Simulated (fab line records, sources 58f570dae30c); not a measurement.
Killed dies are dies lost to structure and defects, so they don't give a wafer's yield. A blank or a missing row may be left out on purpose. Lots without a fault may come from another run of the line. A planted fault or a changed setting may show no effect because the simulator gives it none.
Which tool did it? | flow berkeley_cmos170 | 13 lots, 39 wafers sampled, at 2 steps of a route of 331

WHAT THE GAUGES READ, wafer by wafer
UCB170_M1_CD_MEAS_09: target cd 700 nm.
lot  | measured     | on        | cd_nm (nm)
L231 | day 8 09:29  | cd_sem-01 | 701.4 698.9 699.9
L232 | day 8 10:04  | cd_sem-02 | 700.8 699.4 700.1
L234 | day 8 17:18  | cd_sem-01 | 701.7 700.6 700.2
L235 | day 8 17:50  | cd_sem-01 | 699.1 698.6 698.1
L237 | day 9 12:43  | cd_sem-02 | 700.4 699.7 699.6
L238 | day 9 13:31  | cd_sem-01 | 614.1 614.2 615.2
L241 | day 9 21:40  | cd_sem-02 | 701.3 701.4 700.9
L246 | day 11 08:42 | cd_sem-02 | 700.8 702.6 701.3
L249 | day 12 00:12 | cd_sem-02 | 700.6 701.0 700.0
L248 | day 12 00:17 | cd_sem-02 | 699.6 701.0 699.0
L254 | day 12 15:46 | cd_sem-01 | 702.0 701.0 700.5
L252 | day 12 16:20 | cd_sem-01 | 700.1 700.9 699.3
L253 | day 13 05:44 | cd_sem-02 | 700.5 700.7 700.2

WHICH TOOL RAN EACH LOT (tool, then ch and the chambers of the sampled wafers, then the start)
lot  | UCB170_M1_EXPOSE_06
L231 | krf_scanner-02 ch 0, day 8 08:49
L232 | krf_scanner-01 ch 0, day 8 09:20
L234 | krf_scanner-01 ch 0, day 8 16:55
L235 | krf_scanner-02 ch 0, day 8 17:26
L237 | krf_scanner-01 ch 0, day 9 11:47
L238 | krf_scanner-01 ch 0, day 9 12:40
L241 | krf_scanner-01 ch 0, day 9 21:10
L246 | krf_scanner-02 ch 0, day 11 08:19
L249 | krf_scanner-02 ch 0, day 11 23:08
L248 | krf_scanner-02 ch 0, day 11 23:13
L254 | krf_scanner-01 ch 0, day 12 15:16
L252 | krf_scanner-02 ch 0, day 12 15:57
L253 | krf_scanner-02 ch 0, day 13 05:20
- UCB170_M1_EXPOSE_06: exposes mask METAL1, target cd 700 nm.

WHAT THE TOOLS THEMSELVES READ (means of the sampled wafers that have a number; where no wafer has one, the mark that the record gives instead)
UCB170_M1_EXPOSE_06.
lot  | tool           | stage_vel_mm_s (mm/s)
L231 | krf_scanner-02 | 499.67
L232 | krf_scanner-01 | 499.98
L234 | krf_scanner-01 | 500.33
L235 | krf_scanner-02 | 499.62
L237 | krf_scanner-01 | 499.80
L238 | krf_scanner-01 | 500.10
L241 | krf_scanner-01 | 500.09
L246 | krf_scanner-02 | 500.04
L249 | krf_scanner-02 | 500.15
L248 | krf_scanner-02 | 500.07
L254 | krf_scanner-01 | 500.00
L252 | krf_scanner-02 | 499.79
L253 | krf_scanner-02 | 499.75

THE ANSWER, worked out from the rows above alone
Rule: what is usual is taken from the lots themselves. Put in order of their means at a reading, lots are off if they are a third of the lots or fewer, leave a main group of 4 or more, and stand apart from it by a gap of 3 or more times the standard deviation of the main group's means; of several such gaps the widest counts. A main group whose means are all the same, to the digits that the tables above print for the reading, isn't used. A lot without any number at a reading at which 4 lots or more have one is off too. The other lots that the step has rows for count as sound. The gauges are gone through in route order, then the tools' own readings, and for those a lot's mean is taken as printed above. The first step at which some lot is off is used, and at that step the reading that is off furthest; a lot without a number counts as furthest.
Off: L238, at UCB170_M1_CD_MEAS_09 (cd_nm). The main group: mean 700.4 nm, standard deviation 0.76.
A tool fits if, at a process step before that reading, it ran every lot that is off, and no sound lot after the first of them. The gauges at UCB170_M1_CD_MEAS_09 are tried like those tools. None of those tried fits.

WHAT THE SIMULATOR HAD PUT IN
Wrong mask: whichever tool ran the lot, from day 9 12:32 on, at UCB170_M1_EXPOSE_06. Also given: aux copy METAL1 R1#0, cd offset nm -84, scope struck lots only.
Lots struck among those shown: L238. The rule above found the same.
